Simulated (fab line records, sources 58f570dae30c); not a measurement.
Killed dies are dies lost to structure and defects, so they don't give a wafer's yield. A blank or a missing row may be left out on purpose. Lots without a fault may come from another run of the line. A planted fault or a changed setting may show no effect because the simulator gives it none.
One fault seen from 2 desks | flow berkeley_cmos170 | each desk has only its own numbers; what lay behind them comes last

THE TOOL OWNER'S DESK: pvd_sputter-01
The tool's own readings at UCB170_M3_SPUTTER_01 (material Al, target thk 900 nm, time 120 s): means of the sampled wafers that have a number, for each lot that ran on this tool. A lot is out of limits, marked OUT, if its mean lies more than 4 standard deviations from the usual mean; the brackets give that distance.
Columns: A = throttle_valve_pct at UCB170_M3_SPUTTER_01, usual 30.3 %
lot  | first seen here | A
L531 | day 8 03:49     | 30.8
L535 | day 8 12:07     | 31.2
L538 | day 9 07:05     | 31.6
L542 | day 11 00:31    | 31.2
This desk's finding: nothing out of limits on any of the 4 lots.

THE METROLOGY DESK
What the gauges read, lot by lot, whatever tool the lot ran on: means of the sampled wafers that have a number. A lot is out of limits, marked OUT, if its mean lies more than 4 standard deviations from the usual mean; the brackets give that distance.
Columns: A = SILICIDE_TI_RS at UCB170_SILICIDE_RS_MEAS_02, usual 25.9 ohm/sq; B = V2_OVL at UCB170_V2_OVL_MEAS_13, usual 1 nm; C = M3_AL_RS at UCB170_M3_RS_MEAS_02, usual 0.0323 ohm/sq; D = M3_AL_THK at UCB170_M3_THK_MEAS_03, usual 896 nm
lot  | first seen here | A    | B  | C                 | D
L532 | day 7 06:28     | 25.9 | 7  | 0.0315            | 920
L531 | day 7 06:40     | 26.0 | -0 | 0.0320            | 901
L535 | day 7 13:28     | 25.8 | 2  | 0.0318            | 908
L533 | day 7 13:29     | 25.8 | 5  | 0.0321            | 899
L534 | day 7 13:47     | 26.0 | 1  | 0.0323            | 895
L537 | day 7 15:38     | 26.0 | 12 | 0.0324            | 894
L538 | day 8 09:32     | 25.4 | -4 | 0.0329            | 879
L545 | day 9 09:56     | 25.4 | -3 | 0.0324            | 893
L542 | day 9 19:26     | 26.0 | 9  | 0.0293 (-8.3) OUT | 1015 (+11) OUT
L549 | day 10 14:11    | 25.7 | -0 | 0.0325            | 888
L550 | day 11 02:32    | 26.4 | 9  | 0.0322            | 903
L551 | day 11 15:47    | 25.9 | 5  | 0.0324            | 893
L552 | day 11 16:02    | 26.0 | -1 | 0.0321            | 899
This desk's finding: out of limits on L542; first on L542, day 11 00:37 (M3_AL_RS at UCB170_M3_RS_MEAS_02). In limits: L532, L531, L535, L533, L534, L537, L538, L545, L549, L550, L551, L552.

PUT TOGETHER
The metrology desk could have raised an alarm at day 11 00:37, on L542.
The tool owner's desk saw nothing out of limits.
The tool owner's desk has L542 on record, within its limits.
Of the lots named, all ran UCB170_M3_SPUTTER_01 on pvd_sputter-01.

WHAT THE SIMULATOR HAD PUT IN
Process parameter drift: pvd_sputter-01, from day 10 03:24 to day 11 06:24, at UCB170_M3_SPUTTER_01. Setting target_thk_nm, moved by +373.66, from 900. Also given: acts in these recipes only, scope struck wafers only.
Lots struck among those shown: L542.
Hours from the fault's start to each desk's first reading out of limits: the metrology desk, 21.
